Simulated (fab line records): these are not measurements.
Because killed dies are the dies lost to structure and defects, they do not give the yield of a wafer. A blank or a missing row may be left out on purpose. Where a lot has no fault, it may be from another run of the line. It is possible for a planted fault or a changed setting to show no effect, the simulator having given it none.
Which of the tools did it?    flow berkeley_cmos170    14 lots with 42 wafers sampled at 4 steps, on a route of 331 steps

== WHAT THE GAUGES SHOWED, per wafer ==
UCB170_M3_CD_MEAS_15: target cd 700 nm.
lot   measured      on         cd_nm (nm)
L549  day 9 07:57   cd_sem-02  699.2 700.9 698.5
L548  day 9 06:20   cd_sem-01  700.4 699.4 700.5
L551  day 9 20:04   cd_sem-01  700.7 699.8 699.6
L552  day 10 06:07  cd_sem-01  701.6 700.9 701.6
L553  day 10 05:55  cd_sem-02  697.6 697.6 697.9
L555  day 10 23:14  cd_sem-02  698.8 697.8 697.8
L556  day 11 00:23  cd_sem-02  700.9 700.6 700.2
L557  day 11 00:30  cd_sem-01  702.6 702.9 701.8
L558  day 11 11:51  cd_sem-01  700.8 700.2 700.8
L567  day 13 08:55  cd_sem-01  698.0 699.5 699.9
L566  day 13 07:19  cd_sem-01  701.8 700.1 701.8
L568  day 14 00:16  cd_sem-01  699.8 700.4 701.6
L569  day 13 16:55  cd_sem-01  700.2 698.0 700.4
L570  day 13 15:29  cd_sem-01  701.7 701.7 702.5

UCB170_M3_BOW_MEAS_20.
lot   measured      on             M3_BOW (um)
L549  day 9 08:40   film_metro-02  41 43 39
L548  day 9 06:56   film_metro-03  45 31 33
L551  day 9 20:40   film_metro-03  35 39 30
L552  day 10 06:44  film_metro-03  23 41 32
L553  day 10 06:31  film_metro-02  40 38 43
L555  day 10 23:50  film_metro-03  30 29 33
L556  day 11 00:59  film_metro-04  35 32 36
L557  day 11 01:07  film_metro-03  28 40 41
L558  day 11 12:28  film_metro-02  37 41 35
L567  day 13 09:32  film_metro-04  56 41 42
L566  day 13 07:55  film_metro-04  28 32 35
L568  day 14 00:52  film_metro-04  32 36 38
L569  day 13 17:31  film_metro-04  42 49 35
L570  day 13 16:05  film_metro-02  46 42 31

== WHICH TOOL RAN EACH LOT (tool, then ch and the chambers of the sampled wafers, then the start) ==
lot   UCB170_PWELL_STRIP_16                UCB170_PLDD_STRIP_10
L549  plasma_asher-03 ch 0,1, day 3 18:15  plasma_asher-04 ch 0,1, day 7 15:01
L548  plasma_asher-02 ch 0,1, day 3 18:27  plasma_asher-04 ch 0,1, day 7 14:33
L551  plasma_asher-01 ch 0,1, day 4 06:19  plasma_asher-04 ch 0,1, day 8 06:50
L552  plasma_asher-01 ch 0,1, day 4 19:56  plasma_asher-02 ch 0,1, day 8 19:55
L553  plasma_asher-03 ch 0,1, day 4 20:47  plasma_asher-04 ch 0,1, day 8 19:43
L555  plasma_asher-01 ch 0,1, day 5 07:59  plasma_asher-01 ch 1, day 9 10:33
L556  plasma_asher-02 ch 0,1, day 5 08:16  plasma_asher-02 ch 0,1, day 9 10:51
L557  plasma_asher-03 ch 0,1, day 5 15:38  plasma_asher-04 ch 0,1, day 9 10:57
L558  plasma_asher-02 ch 1, day 5 21:46    plasma_asher-04 ch 0,1, day 9 21:38
L567  plasma_asher-02 ch 0,1, day 7 17:04  plasma_asher-01 ch 0,1, day 11 12:36
L566  plasma_asher-03 ch 0,1, day 7 17:16  plasma_asher-04 ch 0,1, day 11 12:37
L568  plasma_asher-01 ch 0,1, day 8 00:35  plasma_asher-04 ch 0,1, day 12 10:47
L569  plasma_asher-02 ch 1, day 8 00:52    plasma_asher-02 ch 0, day 12 03:19
L570  plasma_asher-03 ch 1, day 8 07:54    plasma_asher-02 ch 0,1, day 12 02:59
- UCB170_PWELL_STRIP_16: strips in O2.
- UCB170_PLDD_STRIP_10: strips in O2.

== AS READ BY THE TOOLS THEMSELVES (means over the sampled wafers that have a number; for cases with no such wafer, the mark the record gives instead) ==
UCB170_PWELL_STRIP_16.
lot   tool             drypump_motor_current_A (A)  o2_flow_sccm (sccm)  oes_product_au (a.u.)  strip_time_to_endpoint_s (s)
L549  plasma_asher-03  5.94                         400.0                0.716                  18.08
L548  plasma_asher-02  5.86                         400.5                0.721                  18.13
L551  plasma_asher-01  5.65                         400.8                0.725                  18.22
L552  plasma_asher-01  5.67                         401.0                0.723                  18.20
L553  plasma_asher-03  5.83                         399.6                0.723                  18.17
L555  plasma_asher-01  5.67                         400.2                0.718                  18.19
L556  plasma_asher-02  5.85                         399.1                0.722                  18.02
L557  plasma_asher-03  5.93                         400.6                0.718                  18.21
L558  plasma_asher-02  5.87                         399.8                0.721                  18.20
L567  plasma_asher-02  5.83                         399.0                0.718                  18.26
L566  plasma_asher-03  5.83                         400.7                0.720                  18.05
L568  plasma_asher-01  5.67                         401.0                0.717                  18.07
L569  plasma_asher-02  5.89                         400.1                0.722                  18.11
L570  plasma_asher-03  5.68                         398.9                0.721                  18.19

UCB170_PLDD_STRIP_10.
lot   tool             drypump_motor_current_A (A)  o2_flow_sccm (sccm)  oes_product_au (a.u.)  strip_time_to_endpoint_s (s)
L549  plasma_asher-04  5.6                          400.9                0.734                  21.63
L548  plasma_asher-04  5.3                          400.3                0.740                  21.65
L551  plasma_asher-04  5.3                          400.4                0.737                  21.59
L552  plasma_asher-02  5.9                          399.5                0.738                  21.75
L553  plasma_asher-04  5.3                          400.6                0.736                  21.53
L555  plasma_asher-01  5.8                          398.5                0.738                  21.64
L556  plasma_asher-02  5.8                          400.3                0.730                  21.69
L557  plasma_asher-04  5.3                          400.3                0.740                  21.73
L558  plasma_asher-04  5.6                          400.9                0.730                  21.59
L567  plasma_asher-01  5.7                          400.3                0.733                  21.58
L566  plasma_asher-04  5.6                          399.5                0.737                  21.58
L568  plasma_asher-04  5.6                          399.6                0.731                  21.51
L569  plasma_asher-02  5.8                          401.4                0.734                  21.67
L570  plasma_asher-02  5.8                          399.8                0.734                  21.63

== THE ANSWER, worked out from the rows above alone ==
Rule: what is usual is taken from the lots themselves. The widest of any qualifying gaps counts: lots, ordered by their means at a reading, are off when they make up no more than a third of the lots, leave a main group of 4 or more, and stand apart from it by 3 or more times the standard deviation of that group's means. Not used: any main group whose means are identical at the precision the tables above print for the reading. A lot without any number at a reading at which 4 lots or more have one is off too. Any other lot the step has rows for is counted as sound. After the gauges, taken in route order, come the tools' own readings; for these a lot's mean is taken, as printed above. At the first step where some lot is off, the reading lying furthest off is the one used; lots without a number count as furthest.
No lot is off on any of the readings shown, so nothing can be concluded from this.

== WHAT THE SIMULATOR HAD PUT IN ==
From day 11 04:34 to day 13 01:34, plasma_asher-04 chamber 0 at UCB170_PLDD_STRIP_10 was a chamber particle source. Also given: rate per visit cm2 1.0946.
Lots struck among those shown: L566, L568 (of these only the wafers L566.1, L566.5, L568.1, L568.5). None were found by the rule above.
